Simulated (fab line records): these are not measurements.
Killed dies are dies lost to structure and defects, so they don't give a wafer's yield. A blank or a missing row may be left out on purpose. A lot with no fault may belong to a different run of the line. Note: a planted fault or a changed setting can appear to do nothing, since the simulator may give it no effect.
Which tool is to blame? || flow rit_cmos || 45 wafers sampled from 15 lots at 1 step of a route of 202

## WHAT EACH GAUGE READ, for each wafer
The record lacks any reading of a measuring or inspecting step that a usual standard deviation could be used to judge.

## WHICH TOOL RAN EACH LOT (tool, then ch and the chambers of the sampled wafers, then the start)
{"lot": "L204", "RIT_M1_DEVELOP_08": "litho_track-01 ch 0, day 3 06:00"}
{"lot": "L205", "RIT_M1_DEVELOP_08": "litho_track-02 ch 0, day 3 10:00"}
{"lot": "L206", "RIT_M1_DEVELOP_08": "litho_track-04 ch 0, day 3 17:00"}
{"lot": "L207", "RIT_M1_DEVELOP_08": "litho_track-04 ch 0, day 3 20:00"}
{"lot": "L208", "RIT_M1_DEVELOP_08": "litho_track-02 ch 0, day 4 02:00"}
{"lot": "L209", "RIT_M1_DEVELOP_08": "litho_track-02 ch 0, day 4 06:00"}
{"lot": "L212", "RIT_M1_DEVELOP_08": "litho_track-04 ch 0, day 4 23:00"}
{"lot": "L215", "RIT_M1_DEVELOP_08": "litho_track-04 ch 0, day 5 17:00"}
{"lot": "L217", "RIT_M1_DEVELOP_08": "litho_track-01, day 6 12:00"}
{"lot": "L218", "RIT_M1_DEVELOP_08": "litho_track-02, day 6 13:00"}
{"lot": "L219", "RIT_M1_DEVELOP_08": "litho_track-02, day 6 18:00"}
{"lot": "L220", "RIT_M1_DEVELOP_08": "litho_track-04 ch 0, day 7 01:00"}
{"lot": "L221", "RIT_M1_DEVELOP_08": "litho_track-04 ch 0, day 7 02:00"}
{"lot": "L222", "RIT_M1_DEVELOP_08": "litho_track-04 ch 0, day 7 08:00"}
{"lot": "L227", "RIT_M1_DEVELOP_08": "litho_track-04 ch 0, day 8 02:00"}
- RIT_M1_DEVELOP_08: develop time 68 s.

## WHAT THE TOOLS THEMSELVES READ (means of the sampled wafers that have a number; where no wafer has one, the mark that the record gives instead)
RIT_M1_DEVELOP_08.
{"lot": "L204", "tool": "litho_track-01", "chill_plate_temp_C (C)": 23.04}
{"lot": "L205", "tool": "litho_track-02", "chill_plate_temp_C (C)": 22.98}
{"lot": "L206", "tool": "litho_track-04", "chill_plate_temp_C (C)": 22.90}
{"lot": "L207", "tool": "litho_track-04", "chill_plate_temp_C (C)": 22.86}
{"lot": "L208", "tool": "litho_track-02", "chill_plate_temp_C (C)": 22.87}
{"lot": "L209", "tool": "litho_track-02", "chill_plate_temp_C (C)": 23.03}
{"lot": "L212", "tool": "litho_track-04", "chill_plate_temp_C (C)": 23.04}
{"lot": "L215", "tool": "litho_track-04", "chill_plate_temp_C (C)": 22.99}
{"lot": "L217", "tool": "litho_track-01", "chill_plate_temp_C (C)": "-"}
{"lot": "L218", "tool": "litho_track-02", "chill_plate_temp_C (C)": "-"}
{"lot": "L219", "tool": "litho_track-02", "chill_plate_temp_C (C)": "-"}
{"lot": "L220", "tool": "litho_track-04", "chill_plate_temp_C (C)": 22.91}
{"lot": "L221", "tool": "litho_track-04", "chill_plate_temp_C (C)": 23.08}
{"lot": "L222", "tool": "litho_track-04", "chill_plate_temp_C (C)": 23.04}
{"lot": "L227", "tool": "litho_track-04", "chill_plate_temp_C (C)": 22.97}

## THE ANSWER, worked out from the rows above alone
Rule: usual is defined by the lots themselves. The widest of any qualifying gaps counts: lots, ordered by their means at a reading, are off when they make up no more than a third of the lots, leave a main group of 4 or more, and stand apart from it by 3 or more times the standard deviation of that group's means. The tables above print the reading to a certain number of digits; a main group whose means all agree to those digits is not used. A lot without any number at a reading at which 4 lots or more have one is off too. All remaining lots with rows at the step are treated as sound. After the gauges, taken in route order, come the tools' own readings; for these a lot's mean is taken, as printed above. The first step at which some lot is off is used, and at that step the reading that is off furthest; a lot without a number counts as furthest.
Off, at RIT_M1_DEVELOP_08 on chill_plate_temp_C: L217, L218, L219. Without a number there: L217, L218, L219. Main group: mean 22.98 C, sd 0.071.
A tool fits if, at that step or a process step before it, it ran every lot that is off, and no sound lot after the first of them. No candidate that was tried fits.

## WHAT THE SIMULATOR HAD INSERTED
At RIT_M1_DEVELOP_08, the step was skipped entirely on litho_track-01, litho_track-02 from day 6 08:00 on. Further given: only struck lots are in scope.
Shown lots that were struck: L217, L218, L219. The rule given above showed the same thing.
